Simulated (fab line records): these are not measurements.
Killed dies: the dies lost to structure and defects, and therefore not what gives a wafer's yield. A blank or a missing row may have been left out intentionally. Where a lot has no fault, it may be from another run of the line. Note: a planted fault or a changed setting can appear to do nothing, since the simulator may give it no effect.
Which tool was responsible? + flow rit-cmos + 42 wafers from 14 lots sampled at 3 of the route's 202 steps

== WHAT EACH GAUGE READ, for each wafer ==
RIT_PLDD_TW_MEAS_10.
| lot  | measured    | on            | PLDD_TW        |
|------|-------------|---------------|----------------|
| L393 | day 3 00:33 | film-metro-01 | 2347 2341 2333 |
| L394 | day 3 03:37 | film-metro-04 | 2388 2381 2379 |
| L395 | day 3 07:35 | film-metro-01 | 2342 2340 2347 |
| L396 | day 3 14:07 | film-metro-02 | 2386 2378 2387 |
| L397 | day 3 16:05 | film-metro-04 | 2382 2387 2377 |
| L400 | day 4 10:38 | film-metro-02 | 2400 2403 2410 |
| L401 | day 4 12:55 | film-metro-04 | 2250 2244 2252 |
| L402 | day 4 17:15 | film-metro-01 | 2200 2203 2202 |
| L409 | day 6 05:05 | film-metro-01 | 2347 2341 2330 |
| L410 | day 6 09:04 | film-metro-04 | 2375 2392 2367 |
| L411 | day 6 13:32 | film-metro-02 | 2364 2357 2357 |
| L414 | day 7 05:11 | film-metro-01 | 2319 2321 2337 |
| L415 | day 7 10:19 | film-metro-04 | 2375 2388 2373 |
| L416 | day 7 15:03 | film-metro-01 | 2328 2332 2329 |

RIT_SDANNEAL_RS_MEAS_06: the measuring method here is four-point-probe.
| lot  | measured    | on            | PLDD_RS (ohm/sq)  |
|------|-------------|---------------|-------------------|
| L393 | day 3 06:55 | film-metro-01 | 179.4 179.9 179.2 |
| L394 | day 3 10:08 | film-metro-01 | 178.6 178.8 178.0 |
| L395 | day 3 13:50 | film-metro-04 | 178.8 178.7 178.8 |
| L396 | day 3 20:21 | film-metro-04 | 179.0 178.8 178.9 |
| L397 | day 3 22:15 | film-metro-01 | 178.4 179.1 178.7 |
| L400 | day 4 16:57 | film-metro-02 | 178.8 178.8 178.7 |
| L401 | day 4 19:17 | film-metro-02 | 200.0 200.6 201.2 |
| L402 | day 4 23:50 | film-metro-04 | 201.9 200.2 201.0 |
| L409 | day 6 11:21 | film-metro-02 | 179.7 178.4 179.6 |
| L410 | day 6 15:26 | film-metro-01 | 178.7 178.7 178.7 |
| L411 | day 6 20:02 | film-metro-02 | 179.1 178.6 178.4 |
| L414 | day 7 11:23 | film-metro-02 | 179.5 178.7 179.4 |
| L415 | day 7 16:41 | film-metro-04 | 179.1 178.4 179.3 |
| L416 | day 7 21:12 | film-metro-01 | 179.1 178.1 178.6 |

== WHICH TOOL RAN EACH LOT (tool, then ch and the chambers of the sampled wafers, then the start) ==
| lot  | RIT_PLDD_IMPLANT_08            |
|------|--------------------------------|
| L393 | implanter-01 ch 0, day 3 00:15 |
| L394 | implanter-02 ch 0, day 3 03:18 |
| L395 | implanter-02 ch 0, day 3 07:16 |
| L396 | implanter-02 ch 0, day 3 13:49 |
| L397 | implanter-02 ch 0, day 3 15:47 |
| L400 | implanter-04 ch 0, day 4 10:19 |
| L401 | implanter-02 ch 0, day 4 12:37 |
| L402 | implanter-02 ch 0, day 4 16:56 |
| L409 | implanter-01 ch 0, day 6 04:47 |
| L410 | implanter-04 ch 0, day 6 08:45 |
| L411 | implanter-04 ch 0, day 6 13:13 |
| L414 | implanter-02 ch 0, day 7 04:52 |
| L415 | implanter-01 ch 0, day 7 10:01 |
| L416 | implanter-01 ch 0, day 7 14:43 |
- RIT_PLDD_IMPLANT_08

== AS READ BY THE TOOLS THEMSELVES (means over the sampled wafers that have a number; for cases with no such wafer, the mark the record gives instead) ==
RIT_PLDD_IMPLANT_08.
| lot  | tool         | beam-energy-keV |
|------|--------------|-----------------|
| L393 | implanter-01 | 20.003          |
| L394 | implanter-02 | 19.996          |
| L395 | implanter-02 | 20.006          |
| L396 | implanter-02 | 19.993          |
| L397 | implanter-02 | 20.007          |
| L400 | implanter-04 | 20.004          |
| L401 | implanter-02 | 19.996          |
| L402 | implanter-02 | 19.999          |
| L409 | implanter-01 | 19.999          |
| L410 | implanter-04 | 20.001          |
| L411 | implanter-04 | 19.999          |
| L414 | implanter-02 | 19.999          |
| L415 | implanter-01 | 20.006          |
| L416 | implanter-01 | 20.003          |

== THE ANSWER, worked out from the rows above alone ==
Rule: the lots themselves supply what counts as usual. The widest of any qualifying gaps counts: lots, ordered by their means at a reading, are off when they make up no more than a third of the lots, leave a main group of 4 or more, and stand apart from it by 3 or more times the standard deviation of that group's means. Not used: any main group whose means are identical at the precision the tables above print for the reading. Also off: a lot with no number at a reading for which 4 or more lots have one. All remaining lots with rows at the step are treated as sound. First the gauges in route order, then the tools' own readings, where a lot's mean is used as printed above. At the first step where some lot is off, the reading lying furthest off is the one used; lots without a number count as furthest.
Off: L401, L402, at RIT_PLDD_TW_MEAS_10 (PLDD_TW). The main group: mean 2362, standard deviation 25.
If a tool, at a process step before that reading, ran all the lots that are off and no sound lot after the first of them, it fits. Gauges at RIT_PLDD_TW_MEAS_10: tried the same way as those tools. None of those tried fits.

== WHAT THE SIMULATOR PUT IN ==
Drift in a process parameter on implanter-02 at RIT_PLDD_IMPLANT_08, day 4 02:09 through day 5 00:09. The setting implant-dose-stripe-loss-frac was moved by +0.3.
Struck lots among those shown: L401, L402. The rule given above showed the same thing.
